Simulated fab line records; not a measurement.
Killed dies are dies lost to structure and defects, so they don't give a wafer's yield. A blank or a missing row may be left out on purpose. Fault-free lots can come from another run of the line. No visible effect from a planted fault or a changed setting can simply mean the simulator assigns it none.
fab line records | flow ritCmos | part 2 of 2: steps 26 to 26 of 26
[record] lots = 5 wafers = 23
route steps=202 shown ACTIVE@2 FOX2@26 PWELL@47 WELLDRIVE@50 PRETRO@72 GATE@84 REOX@101 NLDD@111 PLDD@115 M1@202
startH: hours from the record's first day to the start of the lot's first wafer shown | waitH: hours since the lot's step before | " repeats the value in the row above | L1.1+2: a row that stands for several wafers | - either no value or no given start | * or withheld: withheld | < > ~ a bound
route shown NAME@n: a module of which the file shows steps, and the number in the route of the first | usual: mean/standard deviation taken from wafers without a fault | same: alike in all rows | chamber/n: place in a boat | sites: readings site by site | _std_site: standard deviation across them | _edge_site: outer sites' mean less inner sites' | radiusMm: how far each site lies from the wafer's centre | mask NAME#n: copy n | behind: the last tool/chamber to shape the wafer | hold: reason for holding the lot/hours on hold/outcome of the hold | device: transistor that didn't switch, given as n, p or np | end of line: tests run on the same wafers once the route is complete | for a step that has no rows: nothing shown but its recipe | killed: dies that structure and defects cost at the first sort, which is not the same as the wafer's yield | map: a wafer's dies, marking killed ones x, the rest . and places with no die _
set.NAME: the setting that was run; set.NAME@STEP: the one run at that earlier step | model.NAME: the simulator's own value behind a step, which no gauge read
lots where settings were altered on purpose, with a table for each step and a row for each wafer
[[steps]]
[step RIT_M1_PROBE_99]
[usual] killedAtContacts = 0.1/0.28 killedAtFrontEnd = 7.4/2.7 killedDies = 7.5/2.7 killedOpen = 3.8/1.8 killedShort = 3.6/2.1
[same] grossDies = 264 killed_at_M0_to_M3 = 0 killed_at_M4_up = 0 killedAtBackSide = 0 killedAtOther = 0
// columns lot.wafer tool chamber startH waitH set.tempC@ACTIVE_OXIDATION_01 killedAtContacts killedAtFrontEnd killedDies killedOpen killedShort model.etest.pldd.widthNm
L076.1 prober-01 - 72.91 0.1 1016 0 9 9 5 4 3088
L076.2 prober-01 - 72.96 0.1 1016 0 7 7 4 3 3087
L076.3 prober-01 - 73.01 0.2 1016 0 6 6 3 3 3091
L076.4 prober-01 - 73.06 0.2 1016 0 5 5 4 1 3077
L076.5 prober-01 - 73.11 0.2 1016 0 5 5 3 2 3087
L080.1 prober-01 - 88.77 0.1 1026 0 10 10 8 2 2993
L080.2 prober-01 - 88.82 0.1 1026 0 9 9 7 2 2973
L080.3 prober-01 - 88.87 0.2 1026 0 4 4 2 2 3020
L080.4 prober-01 - 88.92 0.2 1026 0 10 10 5 5 2992
L080.6 prober-01 - 89.02 0.2 1026 0 6 6 1 5 2984
L082.1 prober-01 - 104.48 0.1 1000 0 7 7 3 4 3177
L082.2 prober-01 - 104.53 0.1 1000 0 7 7 4 3 3188
L082.6 prober-01 - 104.73 0.2 1000 0 10 10 6 4 3188
L083.1 prober-02 - 107.91 0.1 974.1 1 6 7 2 5 3267
L083.2 prober-02 - 107.96 0.1 974.1 0 8 8 3 5 3270
L083.4 prober-02 - 108.06 0.2 974.1 0 5 5 2 3 3274
L083.5 prober-02 - 108.11 0.2 974.1 0 6 6 5 1 3271
L083.6 prober-02 - 108.16 0.2 974.1 0 9 9 3 6 3255
L084.1 prober-01 - 109.61 0.1 1014 0 5 5 2 3 3123
L084.2 prober-01 - 109.66 0.1 1014 0 5 5 5 0 3110
L084.3 prober-01 - 109.71 0.2 1014 0 11 11 4 6 3124
L084.4 prober-01 - 109.76 0.2 1014 0 7 7 4 1 3092
L084.5 prober-01 - 109.81 0.2 1014 0 6 6 1 5 3136
// killed by level:class
L076.1 FOX1:geometricParticle:open=3 FOX1:geometricParticle:short=2 GATE:geometricParticle:open=1 GATE:geometricParticle:short=1 REOX:geometricParticle:short=1 SILICIDE:geometricParticle:open=1
L076.2 GATE:geometricParticle:short=2 REOX:geometricParticle:open=2 SPACER:geometricParticle:open=1 SPACER:geometricParticle:short=1 SILICIDE:geometricParticle:open=1
L076.3 SILICIDE:geometricParticle:short=2 GATE:geometricParticle:open=1 REOX:geometricParticle:short=1 REOX:geometricParticle:open=1 SILICIDE:geometricParticle:open=1
L076.4 FOX2:geometricParticle:open=1 GATE:geometricParticle:open=1 SPACER:geometricParticle:open=1 SILICIDE:geometricParticle:open=1 SILICIDE:geometricParticle:short=1
L076.5 ACTIVE:geometricParticle:open=1 FOX2:geometricParticle:short=1 GATE:geometricParticle:open=1 REOX:geometricParticle:short=1 SILICIDE:geometricParticle:open=1
L080.1 SPACER:geometricParticle:open=3 FOX1:geometricParticle:open=2 SILICIDE:geometricParticle:open=2 FOX2:geometricParticle:open=1 REOX:geometricParticle:short=1 SPACER:geometricParticle:short=1
L080.2 GATE:geometricParticle:open=3 REOX:geometricParticle:open=2 FOX2:geometricParticle:open=1 REOX:geometricParticle:short=1 SPACER:geometricParticle:open=1 SILICIDE:geometricParticle:short=1
L080.3 FOX2:geometricParticle:open=1 REOX:geometricParticle:short=1 REOX:geometricParticle:open=1 SPACER:geometricParticle:short=1
L080.4 GATE:geometricParticle:open=3 SPACER:geometricParticle:short=3 FOX1:geometricParticle:short=1 FOX2:geometricParticle:short=1 SPACER:geometricParticle:open=1 SILICIDE:geometricParticle:open=1
L080.6 GATE:geometricParticle:short=2 REOX:geometricParticle:short=2 REOX:geometricParticle:open=1 SILICIDE:geometricParticle:short=1
L082.1 FOX1:geometricParticle:short=2 FOX1:geometricParticle:open=1 GATE:geometricParticle:open=1 REOX:geometricParticle:short=1 SPACER:geometricParticle:short=1 SILICIDE:geometricParticle:open=1
L082.2 FOX1:geometricParticle:open=3 GATE:geometricParticle:short=2 FOX1:geometricParticle:short=1 SILICIDE:geometricParticle:open=1
L082.6 GATE:geometricParticle:open=3 GATE:geometricParticle:short=3 FOX1:geometricParticle:open=2 FOX2:geometricParticle:short=1 SILICIDE:geometricParticle:open=1
L083.1 SPACER:geometricParticle:short=4 GATE:geometricParticle:open=1 GATE:geometricParticle:short=1 CONTACT:geometricParticle:open=1
L083.2 SPACER:geometricParticle:short=3 GATE:geometricParticle:short=2 FOX2:geometricParticle:open=1 SPACER:geometricParticle:open=1 SILICIDE:geometricParticle:open=1
L083.4 SPACER:geometricParticle:short=2 GATE:geometricParticle:open=1 GATE:geometricParticle:short=1 SPACER:geometricParticle:open=1
L083.5 GATE:geometricParticle:open=3 SPACER:geometricParticle:open=2 GATE:geometricParticle:short=1
L083.6 FOX1:geometricParticle:short=1 FOX2:geometricParticle:short=1 GATE:geometricParticle:short=1 GATE:geometricParticle:open=1 REOX:geometricParticle:short=1 SPACER:geometricParticle:open=1 SPACER:geometricParticle:short=1 SILICIDE:geometricParticle:short=1
L084.1 GATE:geometricParticle:short=2 ACTIVE:geometricParticle:open=1 SPACER:geometricParticle:open=1 SILICIDE:geometricParticle:short=1
L084.2 GATE:geometricParticle:open=3 FOX1:geometricParticle:open=1 SILICIDE:geometricParticle:open=1
L084.3 GATE:geometricParticle:short=2 REOX:geometricParticle:open=2 SPACER:geometricParticle:short=2 FOX2:geometricParticle:open=1 GATE:geometricParticle:open=1 REOX:geometricParticle:short=1 SILICIDE:geometricParticle:short=1 SPACER:areaEtchback=1
L084.4 SPACER:areaEtchback=2 FOX2:geometricParticle:short=1 FOX2:geometricParticle:open=1 GATE:geometricParticle:open=1 REOX:geometricParticle:open=1 SILICIDE:geometricParticle:open=1
L084.5 GATE:geometricParticle:short=2 FOX2:geometricParticle:short=1 REOX:geometricParticle:short=1 REOX:geometricParticle:open=1 SILICIDE:geometricParticle:short=1
[[key]]
[split] step = RIT_ACTIVE_OXIDATION_01 setting = tempC stated = 1000 by = lot
[response] step = RIT_ACTIVE_OXIDATION_01 reading = model.SiO2_of_ACTIVE_OXIDATION_01.thkNm change = +4.12 per = 1% r = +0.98
[response] step = RIT_ACTIVE_THK_MEAS_02 reading = ACTIVE_OXIDE_THK change = +4.12 per = 1% r = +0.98
[response] step = RIT_FOX2_WET_ETCH_03 reading = model.SiO2_of_ACTIVE_OXIDATION_01.thkNm change = +3.84 per = 1% r = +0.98
[response] step = RIT_M1_PROBE_99 reading = model.etest.pldd.widthNm change = -49.1 per = 1% r = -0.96
[split] step = RIT_ACTIVE_COAT_06 setting = spinRpm stated = 3250 by = wafer
[response] step = RIT_ACTIVE_COAT_06 reading = model.NOVOLAK_of_ACTIVE_COAT_06.thkNm change = -5.19 per = 1% r = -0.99
[response] step = RIT_ACTIVE_HARDBAKE_12 reading = model.NOVOLAK_of_ACTIVE_COAT_06.thkNm change = -4.54 per = 1% r = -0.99
[split] step = RIT_FOX2_WET_ETCH_03 setting = timeS stated = 2700 by = lot
response none clear
[split] step = RIT_PWELL_IMPLANT_08 setting = doseCm2 stated = 7e+13 by = wafer
[response] step = RIT_PWELL_TW_MEAS_10 reading = PWELL_TW change = +3.26 per = 1% r = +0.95
[response] step = RIT_WELLDRIVE_RS_MEAS_02 reading = PWELL_RS change = -2.52 per = 1% r = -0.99
[split] step = RIT_PRETRO_IMPLANT_08 setting = energyKev stated = 45 by = wafer
[response] step = RIT_PRETRO_IMPLANT_08 reading = model.implant.rpNm change = +1.36 per = 1% r = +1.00
[response] step = RIT_PRETRO_IMPLANT_08 reading = model.implant.drpNm change = +0.328 per = 1% r = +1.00
[split] step = RIT_GATE_CVD_08 setting = timeS stated = 2220 by = lot
[response] step = RIT_GATE_CVD_08 reading = model.poly-Si_of_GATE_CVD_08.thkNm change = +2.69 per = 1% r = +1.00
[response] step = RIT_GATE_THK_MEAS_09 reading = GATE_POLY_THK change = +2.69 per = 1% r = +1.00
[response] step = RIT_GATE_ETCH_19 reading = oesProductAu change = +0.00566 per = 1% r = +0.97
[response] step = RIT_GATE_ETCH_19 reading = model.GATE.featureDepthNm change = +2.69 per = 1% r = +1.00
[response] step = RIT_GATE_ETCH_19 reading = model.etch.depthNm change = +2.69 per = 1% r = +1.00
[response] step = RIT_REOX_OXIDATION_03 reading = model.poly-Si_of_GATE_CVD_08.thkNm change = +2.64 per = 1% r = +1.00
[split] step = RIT_GATE_ETCH_19 setting = rfW stated = 160 by = wafer
response none clear
[split] step = RIT_REOX_OXIDATION_03 setting = oxTimeS stated = 5580 by = lot
[response] step = RIT_REOX_OXIDATION_03 reading = model.SiO2_of_REOX_OXIDATION_03.thkNm change = +0.105 per = 1% r = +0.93
[split] step = RIT_NLDD_IMPLANT_08 setting = doseCm2 stated = 5e+14 by = wafer
response none in this file
[split] step = RIT_PLDD_COAT_01 setting = resistThkNm stated = 1000 by = wafer
[response] step = RIT_PLDD_COAT_01 reading = model.NOVOLAK_of_PLDD_COAT_01.thkNm change = +10.1 per = 1% r = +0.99
[response] step = RIT_PLDD_HARDBAKE_07 reading = model.NOVOLAK_of_PLDD_COAT_01.thkNm change = +8.81 per = 1% r = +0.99
[split] step = RIT_PLDD_IMPLANT_08 setting = energyKev stated = 20 by = wafer
[response] step = RIT_PLDD_IMPLANT_08 reading = model.implant.rpNm change = +0.136 per = 1% r = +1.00
[response] step = RIT_PLDD_IMPLANT_08 reading = model.implant.drpNm change = +0.0683 per = 1% r = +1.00
